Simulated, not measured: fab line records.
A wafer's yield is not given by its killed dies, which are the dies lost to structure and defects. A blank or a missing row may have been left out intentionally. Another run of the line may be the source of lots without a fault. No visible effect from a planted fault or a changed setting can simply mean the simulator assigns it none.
Comparing a struck lot with a sound one || flow rit_cmos || 15 steps out of a route of 202
Sound: the wafers L775.2, L775.4, L775.6. The struck wafers were L776.1, L776.2, L776.3. The cause is named last.
Each step with rows lists, per side, the tool, then ch with its chambers, then its first start. Under that, the readings that differ: sound wafers || struck wafers || difference of the means || sigmas: that difference in standard deviations of wafers without a fault.
alike: readings with means less than 2 such deviations apart, plus words and numbers identical on both sides. not compared: withheld readings, readings lacking a value on some wafer, bounds such as >300 that could conceal the same value, and numbers that have no deviation in the record and whose values overlap.
The two part at a step that has a row with sigmas, a row that says differs or no value, or rows on one side only. Numbers that have no deviation but don't overlap get no sigmas and don't part them. A reading that every wafer of one side lacks parts them only if that side has two wafers or more.

first, 1 step without rows for these wafers: RIT_PWELL_DEVELOP_05 (develop time 68 s).
RIT_PWELL_OVL_MEAS_06:
  sound: overlay-02 at day 3 05:34; struck: overlay-01 at day 3 11:52
  alike: PWELL_OVL
then, 2 steps without rows for these wafers: RIT_PWELL_HARDBAKE_07 (time 120 s); RIT_PWELL_IMPLANT_08.
RIT_PWELL_STRIP_09: strips in O2, time 180 s.
  sound on plasma_asher-03 ch 0,1, day 3 06:00; struck on plasma_asher-02 ch 0,1, day 3 12:19
  alike: drypump_motor_current_A, o2_flow_sccm
  not compared: rf_hours_counter_h
RIT_PWELL_TW_MEAS_10:
  sound: film_metro-01 at day 3 06:11; struck: film_metro-01 at day 3 12:29
  alike: PWELL_TW
then, 1 step without rows for these wafers: RIT_WELLDRIVE_ANNEAL_00 (time 14700 s).
RIT_WELLDRIVE_RS_MEAS_01: measures by four-point-probe.
  sound: film_metro-02 at day 3 12:46; struck: film_metro-02 at day 3 19:08
  alike: NWELL_RS
RIT_WELLDRIVE_RS_MEAS_02: measures by four-point-probe.
  sound: film_metro-02 at day 3 12:53; struck: film_metro-02 at day 3 19:16
  alike: PWELL_RS
then, 3 steps without rows for these wafers: RIT_NRETRO_HMDS_00 (prime time 60 s); RIT_NRETRO_COAT_01 (resist thk 1300 nm); RIT_NRETRO_SOFTBAKE_02 (time 60 s).
RIT_NRETRO_EXPOSE_03: exposes mask M4, target cd 43900 nm.
  sound on iline_stepper-01 ch 0, day 3 13:27; struck on iline_stepper-01 ch 0, day 3 19:50
{"reading": "mask", "sound": "M4#0 M4#0 M4#0", "struck": "M4_R1#0 M4_R1#0 M4_R1#0", "difference": "differs", "sigmas": ""}
  alike: stage_vel_mm_s
following that, these wafers have no rows for 1 step: RIT_NRETRO_PEB_04.
RIT_M1_PROBE_99:
  sound: prober-02 at day 4 19:43; struck: prober-01 at day 5 01:53
{"reading": "model.etest.retro_edge_nmos.off_log10_a_um", "sound": "-10.14 -10.18 -10.21", "struck": "-8.891 -8.635 -8.954", "difference": "+1.350", "sigmas": ""}
  alike: killed_at_front_end, killed_dies, killed_open, killed_short

WHERE THEY PART
Only at RIT_NRETRO_EXPOSE_03, as far as this record shows. Later steps at which nothing parts them and some readings are alike: RIT_M1_PROBE_99.

WHY: the cause the simulator had injected
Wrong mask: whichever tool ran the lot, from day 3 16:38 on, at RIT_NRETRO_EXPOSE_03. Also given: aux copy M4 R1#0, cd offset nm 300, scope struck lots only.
